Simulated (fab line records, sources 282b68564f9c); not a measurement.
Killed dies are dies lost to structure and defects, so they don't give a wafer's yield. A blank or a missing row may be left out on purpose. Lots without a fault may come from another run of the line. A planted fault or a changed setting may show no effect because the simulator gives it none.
A struck lot beside a sound one | flow rit_cmos | 43 steps out of a route of 202
Sound: wafers L943.2, L943.3, L943.6. Struck: wafers L955.3, L955.5, L955.6. The cause comes at the end.
At each step with rows: each side's tool, then ch and its chambers, then its first start. Under that, the readings that differ: sound wafers | struck wafers | difference of the means | sigmas: that difference in standard deviations of wafers without a fault.
alike: readings whose means differ by less than 2 such deviations, and words and numbers that are the same on both sides. not compared: withheld readings, readings that some wafer has no value for, bounds like >300 that may hide the same value, and numbers for which the record gives no deviation and whose values overlap.
The two part at a step that has a row with sigmas, a row that says differs or no value, or rows on one side only. Numbers that don't overlap but have no deviation are shown without sigmas and don't part them. A reading that every wafer of one side lacks parts them only if that side has two wafers or more.

first, 3 steps without rows for these wafers: RIT_GATE_EXPOSE_13 (exposes mask M6, target cd 150 nm); RIT_GATE_PEB_14; RIT_GATE_DEVELOP_15 (develop time 50 s).
RIT_GATE_CD_MEAS_16: target cd 150 nm.
  sound on cd_sem-01, day 4 14:45; struck on cd_sem-02, day 7 02:15
  alike: cd_nm
RIT_GATE_OVL_MEAS_17:
  sound on overlay-01, day 4 14:52; struck on overlay-02, day 7 02:21
  alike: GATE_OVL
then, 1 step without rows for these wafers: RIT_GATE_HARDBAKE_18 (time 60 s).
RIT_GATE_ETCH_19: etches poly-Si in SF6/CHF3/O2, stops on SiO2, time 165 s, target depth 312.5 nm.
  sound on rie_si-02 ch 0,2, day 4 15:02; struck on rie_si-02 ch 2,3, day 7 02:31
  alike: drypump_motor_current_A, he_backside_leak_sccm, oes_product_au, rf_fwd_power_W, throttle_valve_pct
  not compared: rf_hours_counter_h
RIT_GATE_STRIP_20: strips in O2, time 180 s.
  sound on plasma_asher-04 ch 0,1, day 4 15:08; struck on plasma_asher-03 ch 0,1, day 7 02:41
  alike: drypump_motor_current_A
  not compared: rf_hours_counter_h
RIT_GATE_CD_MEAS_90: target cd 150 nm.
  sound on cd_sem-01, day 4 15:20; struck on cd_sem-01, day 7 02:50
  alike: cd_nm
then, 3 steps without rows for these wafers: RIT_REOX_CLEAN_00 (cleans in SC1, time 600 s); RIT_REOX_CLEAN_01 (cleans in dHF, time 30 s); RIT_REOX_CLEAN_02 (cleans in SC2, time 600 s).
RIT_REOX_OXIDATION_03: target thk 25.2 nm, ox time 5580 s.
  sound on furnace-04 ch 0, day 4 15:49; struck on furnace-03 ch 0, day 7 03:17
RIT_REOX_THK_MEAS_04:
  sound on film_metro-01, day 4 18:22; struck on film_metro-01, day 7 05:52
  reading             | sound          | struck         | difference | sigmas
  REOX_OXIDE_THK (nm) | 26.6 26.0 26.1 | 25.1 24.8 24.7 | -1.4       | -3
then, 6 steps without rows for these wafers: RIT_NLDD_HMDS_00 (prime time 60 s); RIT_NLDD_COAT_01 (resist thk 1000 nm); RIT_NLDD_SOFTBAKE_02 (time 60 s); RIT_NLDD_EXPOSE_03 (exposes mask M7, target cd 40700 nm); RIT_NLDD_PEB_04; RIT_NLDD_DEVELOP_05 (develop time 50 s).
RIT_NLDD_OVL_MEAS_06:
  sound on overlay-02, day 4 19:16; struck on overlay-02, day 7 06:47
  alike: NLDD_OVL
then, 2 steps without rows for these wafers: RIT_NLDD_HARDBAKE_07 (time 60 s); RIT_NLDD_IMPLANT_08.
RIT_NLDD_STRIP_09: strips in O2, time 180 s.
  sound on plasma_asher-04 ch 0,1, day 4 19:36; struck on plasma_asher-02 ch 0,1, day 7 07:11
  alike: drypump_motor_current_A
  not compared: rf_hours_counter_h
RIT_NLDD_TW_MEAS_10:
  sound on film_metro-04, day 4 19:47; struck on film_metro-03, day 7 07:19
  alike: NLDD_TW
then, 6 steps without rows for these wafers: RIT_PLDD_HMDS_00 (prime time 60 s); RIT_PLDD_COAT_01 (resist thk 1000 nm); RIT_PLDD_SOFTBAKE_02 (time 60 s); RIT_PLDD_EXPOSE_03 (exposes mask M8, target cd 40900 nm); RIT_PLDD_PEB_04; RIT_PLDD_DEVELOP_05 (develop time 50 s).
RIT_PLDD_OVL_MEAS_06:
  sound on overlay-01, day 4 20:44; struck on overlay-02, day 7 08:13
  alike: PLDD_OVL
then, 2 steps without rows for these wafers: RIT_PLDD_HARDBAKE_07 (time 60 s); RIT_PLDD_IMPLANT_08.
RIT_PLDD_STRIP_09: strips in O2, time 180 s.
  sound on plasma_asher-04 ch 0,1, day 4 21:04; struck on plasma_asher-04 ch 0,1, day 7 08:36
  alike: drypump_motor_current_A
  not compared: rf_hours_counter_h
RIT_PLDD_TW_MEAS_10:
  sound on film_metro-02, day 4 21:15; struck on film_metro-02, day 7 08:44
  alike: PLDD_TW
then, 4 steps without rows for these wafers: RIT_SPACER_CLEAN_00 (cleans in SC1, time 600 s); RIT_SPACER_CLEAN_01 (cleans in dHF, time 30 s); RIT_SPACER_CLEAN_02 (cleans in SC2, time 600 s); RIT_SPACER_CVD_03 (deposits Si3N4 from SiH2Cl2/NH3, target thk 250 nm, time 3300 s).
RIT_SPACER_THK_MEAS_04:
  sound on film_metro-01, day 4 23:37; struck on film_metro-01, day 7 11:28
  alike: SPACER_NITRIDE_THK
RIT_SPACER_ETCHBACK_05: etches Si3N4 in SF6/CHF3, stops on SiO2, target depth 250 nm, time 240 s.
  sound on rie_diel-04 ch 0,1,3, day 4 23:40; struck on rie_diel-02 ch 0,1, day 7 11:31
  alike: drypump_motor_current_A, oes_product_au, rf_fwd_power_W, throttle_valve_pct
  not compared: rf_hours_counter_h
RIT_M1_PROBE_99:
  sound on prober-01, day 5 11:42; struck on prober-02, day 8 00:05
  reading             | sound   | struck      | difference | sigmas
  killed_at_front_end | 10 4 12 | 185 190 173 | +174       | +60
  killed_dies         | 11 4 12 | 185 190 173 | +174       | +60
  killed_on_rim       | 2 1 4   | 54 48 47    | +47        | +36
  killed_open         | 7 3 8   | 3 2 1       | -4         | -2
  alike: killed_at_contacts, killed_short

WHERE THEY PART
First at RIT_REOX_THK_MEAS_04; last, within this record, at RIT_M1_PROBE_99.

WHY: what the simulator had put in
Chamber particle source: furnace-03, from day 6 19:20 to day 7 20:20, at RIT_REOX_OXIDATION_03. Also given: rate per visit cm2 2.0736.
